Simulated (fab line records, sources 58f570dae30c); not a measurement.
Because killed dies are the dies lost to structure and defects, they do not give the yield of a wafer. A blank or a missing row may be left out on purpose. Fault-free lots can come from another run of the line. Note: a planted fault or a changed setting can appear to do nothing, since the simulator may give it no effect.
Split-lot trial    flow berkeley_cmos170    23 wafers read across 5 lots, on a route 331 steps long

ABOUT THE SPLIT
At UCB170_PSD_IMPLANT_08, the setting energy_kev was moved away from the recipe's 20 on 6 of the 23 wafers read, by -5.2% to -4.3%. The other wafers ran this setting at the recipe's value.

The split's own step is where the reading is taken.

THE READING
The simulator's own value implant.drp_nm, read by no gauge, in nm at UCB170_PSD_IMPLANT_08. The file gives no usual value for it.

wafer   tool, chamber at the split  energy_kev as run  against the recipe  implant.drp_nm, nm  against lot-mates on the recipe
L074.2  implanter-01, 0             20                 recipe              28.34               -
L074.3  implanter-01, 0             20                 recipe              28.34               -
L074.4  implanter-01, 0             20                 recipe              28.34               -
L074.5  implanter-01, 0             20                 recipe              28.34               -
L074.6  implanter-01, 0             20                 recipe              28.34               -
L075.1  implanter-02, 0             20                 recipe              28.34               -
L075.2  implanter-02, 0             20                 recipe              28.34               -
L075.3  implanter-02, 0             20                 recipe              28.34               -
L075.4  implanter-02, 0             20                 recipe              28.34               -
L075.5  implanter-02, 0             20                 recipe              28.34               -
L078.2  implanter-04, 0             20                 recipe              28.34               -
L078.4  implanter-04, 0             20                 recipe              28.34               -
L078.3  implanter-04, 0             18.97              -5.2%               27.3                -1.04
L078.5  implanter-04, 0             18.97              -5.2%               27.3                -1.04
L078.6  implanter-04, 0             18.97              -5.2%               27.3                -1.04
L085.3  implanter-02, 0             20                 recipe              28.34               -
L085.4  implanter-02, 0             20                 recipe              28.34               -
L085.5  implanter-02, 0             20                 recipe              28.34               -
L084.1  implanter-04, 0             20                 recipe              28.34               -
L084.6  implanter-04, 0             20                 recipe              28.34               -
L084.3  implanter-04, 0             19.14              -4.3%               27.48               -0.86
L084.4  implanter-04, 0             19.14              -4.3%               27.48               -0.86
L084.5  implanter-04, 0             19.14              -4.3%               27.48               -0.86

THE FIT
A straight line over all 23 wafers: implant.drp_nm changes by +0.201 nm for each +1% of energy_kev; r = +1.00; the points scatter about the line by 0.0024 nm.
The same after taking each lot's own level away (the mean of its wafers on the recipe; 23 wafers): +0.201 nm for each +1%; r = +1.00; scatter 0.0024 nm.
The reading moves by 1 nm for the largest change in energy_kev, on that fit.
The lots' own levels span 28.340 to 28.340 nm.
So the lot-to-lot level changes the slope little: the two slopes agree.
Check: with one of the wafers moved furthest among these (-5.2%) left out of the fit, the line predicts -1.03 nm for it against its lot-mates. It came out at -1.04 nm against them.

THE OTHER SPLITS THESE WAFERS WENT THROUGH
Note: prior to the reading, these wafers also went through further splits. Each is held against what the fit with the lots' levels taken away leaves over:
other split on the same wafers           wafers away from the commonest value  r with implant.drp_nm (lot level and that fit taken away)
UCB170_ZERO_STRIP_07 o2_flow_sccm        7                                     +0.05
UCB170_NWELL_PEB_10 peb_temp_c           6                                     +0.41
UCB170_PWELL_IMPLANT_15 energy_kev       9                                     -0.17
UCB170_WELLDRIVE_OXIDATION_01 ox_time_s  15                                    -0.27
UCB170_FIELD_OXIDATION_01 temp_c         18                                    -0.33
UCB170_PVT_EXPOSE_03 dose_mj             11                                    -0.33
UCB170_GATE_OXIDATION_01 ox_time_s       15                                    -0.20
UCB170_NLDD_EXPOSE_03 dose_mj            12                                    -0.23

THE WHOLE CHAIN: every reading that the file lists as answering this split, in the file's order
step                   what it does  reading                                                          change (the file's fit)                r (the file's)
UCB170_PSD_IMPLANT_08                implant.rp_nm (the simulator's own value, which no gauge read)   +0.655 nm for each +1% of the setting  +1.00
UCB170_PSD_IMPLANT_08                implant.drp_nm (the simulator's own value, which no gauge read)  +0.2 nm for each +1% of the setting    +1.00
UCB170_PSD_STRIP_09    strips in O2  strip_time_to_endpoint_s                                         withheld for each +1% of the setting   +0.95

THE FILE'S OWN FIT
implant.drp_nm changes by +0.2 nm for each +1% of energy_kev, r = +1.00.
